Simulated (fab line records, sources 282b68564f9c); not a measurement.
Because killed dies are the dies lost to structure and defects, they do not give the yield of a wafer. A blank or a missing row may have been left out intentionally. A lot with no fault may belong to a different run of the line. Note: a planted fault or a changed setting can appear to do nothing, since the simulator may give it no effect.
Lot-split experiment	flow rit cmos	route with 202 steps; 5 lots, 23 wafers read

THE SPLIT ITSELF
At RIT_GATE_COAT_11 (resist thk 850 nm), the setting resist thk nm was moved away from the recipe's 850 nm on 6 of the 23 wafers read, by -5.2% to +3.9%. The other wafers ran this setting at the recipe's value.

The split's own step is where the reading is taken.

THE READING
NOVOLAK_of_GATE_COAT_11.thk nm (the simulator's own value, which no gauge read), in nm, at RIT_GATE_COAT_11 (resist thk 850 nm). There is no usual value for it anywhere in the file. Average 849.1 nm, standard deviation 3 nm, over the 17 wafers here run with the recipe.

wafer	tool, chamber at the split	resist thk nm as run, nm	against the recipe	NOVOLAK_of_GATE_COAT_11.thk nm, nm	against lot-mates on the recipe
L075.1	litho track-02, 0	883.4	+3.9%	886.2	+34.5
L075.3	litho track-02, 0	850	recipe	852.4	-
L075.4	litho track-02, 0	850	recipe	851.4	-
L075.5	litho track-02, 0	850	recipe	851.3	-
L075.6	litho track-02, 0	883.4	+3.9%	885.5	+33.8
L079.1	litho track-03, 0	850	recipe	851.7	-
L079.2	litho track-03, 0	806.2	-5.2%	811.5	-40.9
L079.3	litho track-03, 0	850	recipe	852.3	-
L079.4	litho track-03, 0	806.2	-5.2%	808.1	-44.3
L079.5	litho track-03, 0	850	recipe	853.3	-
L080.2	litho track-03, 0	850	recipe	845	-
L080.3	litho track-03, 0	850	recipe	847.1	-
L080.4	litho track-03, 0	850	recipe	847.4	-
L080.5	litho track-03, 0	850	recipe	844	-
L080.6	litho track-03, 0	850	recipe	845.9	-
L083.1	litho track-02, 0	850	recipe	851.5	-
L083.2	litho track-02, 0	850	recipe	844.8	-
L083.6	litho track-02, 0	850	recipe	849	-
L085.1	litho track-02, 0	850	recipe	848.4	-
L085.2	litho track-02, 0	879.5	+3.5%	883.6	+34.5
L085.3	litho track-02, 0	850	recipe	847.1	-
L085.5	litho track-02, 0	879.5	+3.5%	879.7	+30.6
L085.6	litho track-02, 0	850	recipe	851.9	-

FIT RESULTS
A straight line over all 23 wafers: NOVOLAK_of_GATE_COAT_11.thk nm changes by +8.47 nm for each +1% of resist thk nm; r = +0.99; the points scatter about the line by 3.3 nm.
The same after taking each lot's own level away (the mean of its wafers on the recipe; 23 wafers): +8.62 nm for each +1%; r = +1.00; scatter 1.9 nm.
Per that fit: largest resist thk nm move, reading shift of 44 nm.
The lots' own levels span 845.88 to 852.43 nm, that is 2.2 times the standard deviation above.
The two slopes are in agreement: the lot-to-lot level therefore moves the slope only a little.
Check: -45.4 nm against its lot-mates is what the line predicts for one of the wafers moved furthest among these (-5.2%) when that wafer is left out of the fit. It came out at -40.9 nm against them.

ADDITIONAL SPLITS CARRIED BY THESE WAFERS
Other splits were also applied to these wafers ahead of the reading. Each is held against what the fit with the lots' levels taken away leaves over:
other split on the same wafers	wafers away from the commonest value	r with NOVOLAK_of_GATE_COAT_11.thk nm (lot level and that fit taken away)
RIT_ACTIVE_OXIDATION_01 ox time s	18	+0.06
RIT_ACTIVE_COAT_06 spin rpm	4	-0.21
RIT_ACTIVE_ETCH_13 time s	11	-0.04
RIT_NWELL_COAT_01 resist thk nm	4	-0.16
RIT_NWELL_IMPLANT_08 dose cm2	8	-0.27
RIT_PWELL_IMPLANT_08 dose cm2	11	-0.10
RIT_NRETRO_SOFTBAKE_02 temp c	5	+0.30
RIT_PRETRO_IMPLANT_08 energy kev	8	-0.41

THE FILE'S OWN FIT
NOVOLAK_of_GATE_COAT_11.thk nm changes by +8.64 nm for each +1% of resist thk nm, r = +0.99.
